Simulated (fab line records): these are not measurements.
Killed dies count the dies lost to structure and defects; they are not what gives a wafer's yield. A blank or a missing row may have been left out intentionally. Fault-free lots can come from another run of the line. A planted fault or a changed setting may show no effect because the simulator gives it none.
Problem report, 8D (eight disciplines) form, completed by code | flow rit_cmos | the parts of the form that need people (team, actions taken, sign-off) are left out

== 1. PROBLEM STATEMENT ==
RIT_SPACER_ETCHBACK_05, rf_fwd_power_W: mean 288.4 W over 1 wafer from 1 lot; wafers with no fault: 249.2 W, standard deviation 0.87. That is +45 standard deviations from the usual mean.
The step: etches Si3N4 in SF6/CHF3, stops on SiO2, target depth 250 nm, time 240 s.
First seen on wafer L629.6, day 6 00:55, on rie_diel-02. The record holds 39 wafers of 13 lots with a number at this step. By rule, "out" or "out of limits" means more than 4 standard deviations away from the usual mean. The rest of the wafers with a number are treated as sound.

== 2. WHAT IT IS; WHAT IT IS NOT ==
question                    | is               | is not
which readings at this step | rf_fwd_power_W   | drypump_motor_current_A, oes_product_au, throttle_valve_pct
which lots                  | L629             | L615, L616, L617, L618, L620, L622, L623, L624, L626, L635, L636, L637
which wafers of those lots  | L629.6           | L629.2, L629.3
read on which tools         | rie_diel-02      | rie_diel-01, rie_diel-03
when                        | from day 6 00:55 | up to then (29 sound wafers); but 9 sound wafers of L635, L636, L637 came after

== 3. WHAT RULES OUT EACH SUSPECT ==
Counting: a tool at a process step up to the reading stays a suspect if it ran every lot that is out. Sound lots after the first of them don't rule it out here, since some wafers of a struck lot are sound.
- plasma_asher-03 at RIT_PRETRO_STRIP_09 (strips in O2, time 180 s): kept. The lot that is out, L629, ran on it at day 5 10:08; the last sound lot it ran before that was L626, at day 4 20:53.
- rie_diel-02 at RIT_SPACER_ETCHBACK_05 (etches Si3N4 in SF6/CHF3, stops on SiO2, target depth 250 nm, time 240 s): kept. The lot that is out, L629, ran on it at day 6 00:55; the last sound lot it ran before that was L626, at day 5 11:51. Its own readings are out on those wafers: rf_fwd_power_W.
- rie_diel-02, RIT_SPACER_ETCHBACK_05: wafers that are out in chamber 3, sound lot-mates in chambers 1, 2.
Left after counting: plasma_asher-03 at RIT_PRETRO_STRIP_09, rie_diel-02 at RIT_SPACER_ETCHBACK_05.

== 4. THE CAUSE (what the simulator had put in) ==
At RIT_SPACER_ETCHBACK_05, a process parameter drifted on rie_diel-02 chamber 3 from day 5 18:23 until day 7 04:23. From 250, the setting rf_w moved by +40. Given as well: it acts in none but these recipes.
Counting left 2 suspects, and this tool is among them.

== 5. THE CHAIN OF EFFECTS, in route order ==
One row per reading whose mean, taken over the struck wafers that have a number, lies over 3 standard deviations from the usual. Only readings for which the record gives a usual standard deviation are gone through. hours: the time from each lot's start at the first step in this table that gives one to its start at this step, as a median over the lots. sigmas: the change in usual standard deviations.
hours | step                   | reading        | usual   | on struck wafers | change | sigmas
0     | RIT_SPACER_ETCHBACK_05 | rf_fwd_power_W | 249.2 W | 288.4            | +39.2  | +45
The process steps in it:
- RIT_SPACER_ETCHBACK_05: etches Si3N4 in SF6/CHF3, stops on SiO2, target depth 250 nm, time 240 s.
At these later measuring or inspecting steps, every struck wafer for which the step has a row has a number for every such reading, and none has moved that far: RIT_NSD_OVL_MEAS_06.

== 6. WHAT WOULD HAVE CAUGHT IT SOONER ==
In this record no reading fell out of limits until day 6 00:55, 7 hours after the fault had begun at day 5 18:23.
